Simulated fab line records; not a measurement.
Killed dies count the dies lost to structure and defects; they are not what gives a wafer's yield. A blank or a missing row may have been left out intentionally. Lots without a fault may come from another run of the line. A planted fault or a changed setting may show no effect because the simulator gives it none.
What tool caused it? + flow berkeley_cmos170 + Sampling: 12 lots, 36 wafers, 5 of 331 route steps

WHAT EACH GAUGE READ, for each wafer
UCB170_ACTIVE_THK_MEAS_03.
| lot  | measured    | on            | ACTIVE_OXIDE_THK (nm) |
|------|-------------|---------------|-----------------------|
| L792 | day 4 08:22 | film_metro-04 | 25.9 26.3 26.1        |
| L793 | day 5 02:51 | film_metro-02 | 26.3 26.8 27.6        |
| L794 | day 5 02:49 | film_metro-03 | 25.7 25.8 26.2        |
| L795 | day 5 02:50 | film_metro-04 | 25.8 26.0 26.0        |
| L796 | day 5 02:54 | film_metro-04 | 26.4 26.4 26.7        |
| L797 | day 5 17:41 | film_metro-02 | 25.7 26.0 25.8        |
| L798 | day 6 02:20 | film_metro-03 | 25.4 25.3 26.0        |
| L799 | day 6 02:20 | film_metro-02 | 25.7 25.7 25.4        |
| L800 | day 6 09:17 | film_metro-04 | 25.9 26.2 26.3        |
| L801 | day 6 19:37 | film_metro-02 | 26.4 25.9 26.7        |
| L809 | day 8 03:48 | film_metro-03 | 26.8 25.3 26.3        |
| L810 | day 8 03:49 | film_metro-02 | 26.2 26.7 25.9        |

UCB170_SACOX_THK_MEAS_02.
| lot  | measured    | on            | SACOX_OXIDE_THK (nm) |
|------|-------------|---------------|----------------------|
| L792 | day 6 00:59 | film_metro-03 | 14.10 14.40 14.33    |
| L793 | day 6 15:57 | film_metro-03 | 14.50 14.55 14.43    |
| L794 | day 6 15:57 | film_metro-02 | 14.41 14.47 14.41    |
| L795 | day 6 16:02 | film_metro-02 | 14.62 14.74 14.45    |
| L796 | day 6 16:02 | film_metro-03 | 14.22 14.20 14.11    |
| L797 | day 7 10:22 | film_metro-02 | 14.38 14.57 14.56    |
| L798 | day 7 20:05 | film_metro-02 | 14.46 14.37 14.70    |
| L799 | day 7 20:02 | film_metro-02 | 14.44 14.41 14.46    |
| L800 | day 7 20:02 | film_metro-03 | 14.38 14.25 14.36    |
| L801 | day 8 04:53 | film_metro-01 | 14.09 13.99 14.07    |
| L809 | day 9 11:15 | film_metro-02 | 14.06 14.21 14.16    |
| L810 | day 9 11:16 | film_metro-01 | 14.17 14.18 14.00    |

UCB170_GATE_THK_MEAS_05.
| lot  | measured     | on            | GATE_POLY_THK (nm)                  |
|------|--------------|---------------|-------------------------------------|
| L792 | day 7 10:52  | film_metro-03 | 214.3 213.7 211.5                   |
| L793 | day 8 01:46  | film_metro-02 | 215.6 213.2 214.5                   |
| L794 | day 8 01:46  | film_metro-03 | 216.6 215.3 215.5                   |
| L795 | day 8 01:50  | film_metro-02 | 210.8 213.0 210.9                   |
| L796 | day 8 01:47  | film_metro-01 | 215.3 213.5 213.7                   |
| L797 | day 8 14:13  | film_metro-02 | 212.3 213.4 212.0                   |
| L798 | day 9 02:02  | film_metro-02 | 246.0 223.2 219.9 246.3 223.3 219.9 |
| L799 | day 9 02:03  | film_metro-03 | 219.0 234.5 241.6 219.0 234.7 241.9 |
| L800 | day 9 02:02  | film_metro-01 | 245.4 233.8 220.5 245.6 233.9 220.6 |
| L801 | day 9 10:34  | film_metro-03 | 213.0 213.4 214.2                   |
| L809 | day 10 14:53 | film_metro-02 | 212.9 215.2 212.5                   |
| L810 | day 10 14:54 | film_metro-01 | 213.9 212.7 214.7                   |

WHICH TOOL RAN EACH LOT (tool, then ch and the chambers of the sampled wafers, then the start)
| lot  | UCB170_NWELL_STRIP_15               | UCB170_GATE_CVD_04          |
|------|-------------------------------------|-----------------------------|
| L792 | plasma_asher-01 ch 0,1, day 2 08:23 | lpcvd-02 ch 1, day 7 08:42  |
| L793 | plasma_asher-03 ch 0,1, day 2 18:54 | lpcvd-01 ch 0, day 8 00:22  |
| L794 | plasma_asher-02 ch 0,1, day 3 01:47 | lpcvd-01 ch 0, day 8 00:22  |
| L795 | plasma_asher-01 ch 0,1, day 3 02:26 | lpcvd-01 ch 1, day 8 00:22  |
| L796 | plasma_asher-03 ch 0,1, day 3 02:30 | lpcvd-01 ch 0, day 8 00:22  |
| L797 | plasma_asher-03 ch 0,1, day 3 18:39 | lpcvd-01 ch 1, day 8 12:49  |
| L798 | plasma_asher-01 ch 0,1, day 3 23:59 | lpcvd-01 ch 1, day 9 00:38  |
| L799 | plasma_asher-03 ch 0,1, day 4 00:16 | lpcvd-01 ch 1, day 9 00:38  |
| L800 | plasma_asher-01 ch 0,1, day 4 08:17 | lpcvd-01 ch 1, day 9 00:38  |
| L801 | plasma_asher-01 ch 0,1, day 4 17:13 | lpcvd-02 ch 1, day 9 09:08  |
| L809 | plasma_asher-01 ch 0,1, day 6 03:49 | lpcvd-02 ch 0, day 10 13:29 |
| L810 | plasma_asher-02 ch 0,1, day 6 10:11 | lpcvd-02 ch 0, day 10 13:29 |
- UCB170_NWELL_STRIP_15: strips in O2.
- UCB170_GATE_CVD_04: deposits poly-Si from SiH4, time 1440 s, target thk 214 nm.

AS READ BY THE TOOLS THEMSELVES (means over the sampled wafers that have a number; for cases with no such wafer, the mark the record gives instead)
UCB170_NWELL_STRIP_15.
| lot  | tool            | drypump_motor_current_A (A) | oes_product_au (a.u.) | strip_time_to_endpoint_s (s) |
|------|-----------------|-----------------------------|-----------------------|------------------------------|
| L792 | plasma_asher-01 | 6.28                        | 0.722                 | 18.14                        |
| L793 | plasma_asher-03 | 5.97                        | 0.720                 | 17.98                        |
| L794 | plasma_asher-02 | 6.44                        | 0.720                 | 18.04                        |
| L795 | plasma_asher-01 | 6.24                        | 0.721                 | 17.96                        |
| L796 | plasma_asher-03 | 6.02                        | 0.724                 | 17.96                        |
| L797 | plasma_asher-03 | 5.94                        | 0.722                 | 18.05                        |
| L798 | plasma_asher-01 | 6.28                        | 0.722                 | 18.09                        |
| L799 | plasma_asher-03 | 5.99                        | 0.715                 | 18.09                        |
| L800 | plasma_asher-01 | 6.26                        | 0.718                 | 17.95                        |
| L801 | plasma_asher-01 | 6.27                        | 0.721                 | 18.04                        |
| L809 | plasma_asher-01 | 6.32                        | 0.718                 | 18.00                        |
| L810 | plasma_asher-02 | 6.43                        | 0.719                 | 18.18                        |

UCB170_GATE_CVD_04.
| lot  | tool     | pressure_mtorr (mTorr) | spike_tc_centre_C (C) |
|------|----------|------------------------|-----------------------|
| L792 | lpcvd-02 | 376.5                  | 612.2                 |
| L793 | lpcvd-01 | 374.7                  | 615.1                 |
| L794 | lpcvd-01 | 375.5                  | 613.7                 |
| L795 | lpcvd-01 | 375.9                  | 610.7                 |
| L796 | lpcvd-01 | 376.5                  | 614.0                 |
| L797 | lpcvd-01 | 374.8                  | 611.0                 |
| L798 | lpcvd-01 | 375.1                  | 624.4                 |
| L799 | lpcvd-01 | 374.8                  | 622.7                 |
| L800 | lpcvd-01 | 375.3                  | 623.5                 |
| L801 | lpcvd-02 | 376.4                  | 613.6                 |
| L809 | lpcvd-02 | 375.2                  | 612.5                 |
| L810 | lpcvd-02 | 373.4                  | 613.3                 |

THE ANSWER, worked out from the rows above alone
Rule: the usual values come from the lots themselves. The widest of any qualifying gaps counts: lots, ordered by their means at a reading, are off when they make up no more than a third of the lots, leave a main group of 4 or more, and stand apart from it by 3 or more times the standard deviation of that group's means. The tables above print the reading to a certain number of digits; a main group whose means all agree to those digits is not used. A lot without any number at a reading at which 4 lots or more have one is off too. Any other lot the step has rows for is counted as sound. After the gauges, taken in route order, come the tools' own readings; for these a lot's mean is taken, as printed above. At the first step where some lot is off, the reading lying furthest off is the one used; lots without a number count as furthest.
Off: L798, L799, L800, at UCB170_GATE_THK_MEAS_05 (GATE_POLY_THK). Main group: mean 213.6 nm, sd 1.1.
If a tool, at a process step before that reading, ran all the lots that are off and no sound lot after the first of them, it fits. The gauges at UCB170_GATE_THK_MEAS_05 aren't tried: what is off there is off at UCB170_GATE_CVD_04 too, on other tools, and a gauge's error can't cause that. One fits: lpcvd-01 at UCB170_GATE_CVD_04. A fault onset in the window from L797 (day 8 12:49, its last sound lot) to L798 (day 9 00:38, its first lot off) fits.
On the lots that are off, the tool's own readings at UCB170_GATE_CVD_04 differ by more than 5 times the standard deviation of the sound lots' means, which bears it out; spike_tc_centre_C reads 623.5 C there versus 612.9 C on the sound lots.

WHAT THE SIMULATOR HAD PUT IN
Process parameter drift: lpcvd-01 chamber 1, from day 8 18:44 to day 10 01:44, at UCB170_GATE_CVD_04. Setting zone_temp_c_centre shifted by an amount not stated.
Struck lots among those shown: L798, L799, L800. The rule given above showed the same thing.
